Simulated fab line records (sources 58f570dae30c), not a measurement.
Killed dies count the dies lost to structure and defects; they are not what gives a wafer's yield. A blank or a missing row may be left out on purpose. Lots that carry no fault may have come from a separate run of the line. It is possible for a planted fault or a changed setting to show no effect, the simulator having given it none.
Which tool did it?    flow berkeley cmos170    42 wafers from 14 lots sampled at 4 of the route's 331 steps

WHAT THE GAUGES SHOWED, per wafer
UCB170_NLDD_TW_MEAS_11. Usual: NLDD_TW 2215, standard deviation 13.
lot   measured      on             NLDD_TW         flag
L503  day 6 17:49   film metro-02  2221 2220 2223  
L504  day 7 16:26   film metro-01  2189 2190 2184  
L506  day 7 16:20   film metro-01  2187 2191 2191  
L508  day 8 00:18   film metro-04  2231 2226 2226  
L509  day 8 12:09   film metro-02  2216 2226 2233  
L510  day 8 12:02   film metro-01  2212 2201 2186  
L511  day 9 06:54   film metro-01  2189 2199 2189  
L513  day 9 06:38   film metro-02  2217 2205 2199  
L515  day 10 04:43  film metro-02  2204 2228 2212  
L519  day 10 08:03  film metro-02  2217 2216 2232  
L522  day 10 18:58  film metro-01  2223 2215 2221  
L523  day 11 07:30  film metro-02  2209 2209 2205  
L524  day 11 08:21  film metro-02  2206 2211 2203  
L526  day 12 00:10  film metro-01  2209 2216 2213  

UCB170_PSD_CD_MEAS_06: target cd 1200 nm. Usual: cd nm 1200.4 nm, standard deviation 1.4.
lot   measured      on         cd nm (nm)            flag
L503  day 7 00:23   cd sem-01  1202.0 1201.8 1199.6  
L504  day 8 00:24   cd sem-02  1201.4 1199.6 1200.9  
L506  day 8 00:16   cd sem-01  1199.8 1201.9 1199.5  
L508  day 8 07:21   cd sem-02  1201.2 1201.6 1200.5  
L509  day 8 20:29   cd sem-01  1199.7 1200.0 1198.9  
L510  day 8 20:45   cd sem-02  1200.7 1201.0 1201.5  
L511  day 9 17:38   cd sem-02  1198.8 1198.4 1198.8  
L513  day 9 17:50   cd sem-01  1201.5 1201.2 1200.5  
L515  day 10 10:07  cd sem-02  1200.4 1200.8 1202.0  
L519  day 10 15:28  cd sem-01  1200.0 1200.2 1200.3  
L522  day 11 01:11  cd sem-02  1202.8 1203.7 1202.5  
L523  day 11 14:17  cd sem-02  1198.3 1198.9 1198.7  
L524  day 11 14:32  cd sem-01  1200.7 1201.7 1199.5  
L526  day 12 06:08  cd sem-02  1202.7 1203.3 1201.7  

UCB170_V2_OVL_MEAS_13. Usual: V2_OVL -3 nm, standard deviation 6.2.
lot   measured      on          V2_OVL (nm)  flag
L503  day 8 01:17   overlay-02  -10 -8 -8    
L504  day 8 21:58   overlay-01  -4 4 -2      
L506  day 8 21:11   overlay-01  4 3 -3       
L508  day 9 03:36   overlay-01  -4 -6 0      
L509  day 9 18:12   overlay-01  0 2 1        
L510  day 9 16:59   overlay-01  -9 -4 -2     
L511  day 10 18:52  overlay-02  -6 -6 -5     
L513  day 10 19:22  overlay-01  6 3 2        
L515  day 11 10:04  overlay-02  5 -5 -5      
L519  day 11 14:59  overlay-01  5 4 8        
L522  day 12 03:47  overlay-02  -4 -8 -8     
L523  day 12 12:42  overlay-02  1 -5 -6      
L524  day 12 14:55  overlay-01  1 5 10       
L526  day 13 04:08  overlay-02  -8 -15 -12   

WHAT TOOL EACH LOT RAN ON (gives the tool, then ch and the chambers of the sampled wafers, and finally the start)
lot   UCB170_ACTIVE_CVD_05
L503  lpcvd-01 ch 0, day 4 04:52
L504  lpcvd-01 ch 0, day 5 01:41
L506  lpcvd-02 ch 0, day 5 05:48
L508  lpcvd-02 ch 1, day 5 12:59
L509  lpcvd-02 ch 0, day 5 21:28
L510  lpcvd-02 ch 1, day 5 21:28
L511  lpcvd-02 ch 0, day 6 07:34
L513  lpcvd-02 ch 0, day 6 07:34
L515  lpcvd-01 ch 1, day 7 04:42
L519  lpcvd-01 ch 1, day 7 14:43
L522  lpcvd-02 ch 0, day 8 07:53
L523  lpcvd-02 ch 0, day 8 19:55
L524  lpcvd-02 ch 0, day 9 03:30
L526  lpcvd-01 ch 1, day 9 16:04
- UCB170_ACTIVE_CVD_05: deposits Si3N4 from SiH2Cl2/NH3, target thk 220 nm, time 3300 s.

AS READ BY THE TOOLS THEMSELVES (means over the sampled wafers that have a number; for cases with no such wafer, the mark the record gives instead)
UCB170_ACTIVE_CVD_05. Usual: pressure mtorr 200.0 mTorr, standard deviation 0.45; spike tc centre C 802.5 C, standard deviation 1.1; zone power source pct 21.1 %, standard deviation 1.3.
lot   tool      pressure mtorr (mTorr)  spike tc centre C (C)  zone power source pct (%)  flag
L503  lpcvd-01  199.5                   802.5                  18.5                       
L504  lpcvd-01  199.9                   802.2                  18.5                       
L506  lpcvd-02  200.2                   801.7                  22.1                       
L508  lpcvd-02  199.3                   802.4                  22.6                       
L509  lpcvd-02  200.4                   801.2                  22.1                       
L510  lpcvd-02  199.5                   803.4                  22.1                       
L511  lpcvd-02  199.8                   801.6                  22.0                       
L513  lpcvd-02  199.5                   802.0                  21.8                       
L515  lpcvd-01  199.7                   803.9                  20.7                       
L519  lpcvd-01  200.5                   803.7                  20.8                       
L522  lpcvd-02  200.3                   802.5                  22.2                       
L523  lpcvd-02  200.2                   802.5                  21.8                       
L524  lpcvd-02  199.9                   801.4                  21.8                       
L526  lpcvd-01  199.9                   802.3                  21.0                       

THE ANSWER, worked out from the rows above alone
Rule: take the mean of a lot's wafers that have a number; if it is more than 3 standard deviations from the usual mean, the lot is off. Also off: a lot with no number at a reading for which 4 or more lots have one. The other lots that the step has rows for count as sound. First the gauges in route order, then the tools' own readings, where a lot's mean is used as printed above. At the first step where some lot is off, the reading lying furthest off is the one used; lots without a number count as furthest.
Nothing can be told from this: no lot is off at any reading shown.

WHAT WAS PUT IN BY THE SIMULATOR
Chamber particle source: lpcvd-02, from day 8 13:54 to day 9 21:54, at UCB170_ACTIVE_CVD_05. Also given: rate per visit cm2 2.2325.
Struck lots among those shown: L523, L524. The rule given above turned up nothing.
